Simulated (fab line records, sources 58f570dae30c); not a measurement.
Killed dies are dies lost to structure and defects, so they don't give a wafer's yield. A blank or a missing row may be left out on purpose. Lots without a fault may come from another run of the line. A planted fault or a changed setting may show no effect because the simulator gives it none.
Problem report in the 8D (eight disciplines) form, filled by code | flow berkeley_cmos170 | the parts of the form that need people (team, actions taken, sign-off) are left out

1. THE PROBLEM
exposure_dose_mJ_cm2 at UCB170_V2_EXPOSE_09 reads a mean of 36.81 on 2 wafers of 1 lot; wafers without a fault read 37.00 with a standard deviation of 0.04. That is -4.8 standard deviations from the usual mean.
The step: exposes mask VIA2, target cd 700 nm.
First seen on wafer L387.1, day 13 21:03, on krf_scanner-01. The record holds 38 wafers of 13 lots with a number at this step. Rule for "out", or "out of limits": more than 4 standard deviations from the usual mean. The other wafers with a number count as sound.

2. WHAT IT IS AND WHAT IT IS NOT
question                    | is                     | is not
which readings at this step | exposure_dose_mJ_cm2   | -
which lots                  | L387                   | L364, L365, L366, L367, L368, L370, L373, L374, L375, L377, L379, L385
which wafers of those lots  | all that have a number | -
read on which tools         | krf_scanner-01         | krf_scanner-02
when                        | from day 13 21:03      | up to then (36 sound wafers)

3. SUSPECTS, AND WHAT RULES EACH OUT
Counting: a tool at a process step up to the reading stays a suspect if it ran every lot that is out and no sound lot after the first of them.
- plasma_asher-01 at UCB170_CONTACT_STRIP_19 (strips in O2): kept. It ran the lot that is out, L387 (day 13 06:06), and no sound lot after that; its last sound lot up to then is L385 (day 13 04:29).
- cmp-02 at UCB170_V1_CMP_02 (polishes SiO2): kept. It ran the lot that is out, L387 (day 13 11:26), and no sound lot after that; its last sound lot up to then is L385 (day 13 08:28).
- krf_scanner-01 at UCB170_V2_EXPOSE_09 (exposes mask VIA2, target cd 700 nm): kept. It ran the lot that is out, L387 (day 13 21:03), and no sound lot after that; its last sound lot up to then is L375 (day 11 09:13). Its own readings are out on those wafers: exposure_dose_mJ_cm2.
Left after counting: plasma_asher-01 at UCB170_CONTACT_STRIP_19, cmp-02 at UCB170_V1_CMP_02, krf_scanner-01 at UCB170_V2_EXPOSE_09.

4. THE CAUSE (what the simulator had put in)
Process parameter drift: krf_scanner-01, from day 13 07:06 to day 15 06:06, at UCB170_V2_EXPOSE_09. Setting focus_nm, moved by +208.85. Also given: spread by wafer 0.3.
Counting left 3 suspects, and this tool is among them.

5. THE CHAIN OF EFFECTS, in route order
Each row: a reading whose mean over the struck wafers that have a number lies more than 3 standard deviations from the usual. Only readings for which the record gives a usual standard deviation are gone through. hours: the time from each lot's start at the first step in this table that gives one to its start at this step, as a median over the lots. sigmas: the change in usual standard deviations.
hours | step                | reading              | usual | on struck wafers | change | sigmas
0     | UCB170_V2_EXPOSE_09 | exposure_dose_mJ_cm2 | 37.00 | 36.81            | -0.19  | -4.8
The process steps in it:
- UCB170_V2_EXPOSE_09: exposes mask VIA2, target cd 700 nm.

6. WHAT WOULD HAVE CAUGHT IT SOONER
In this record the first reading out of limits was taken at day 13 21:03, 14 hours after the fault began at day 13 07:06.
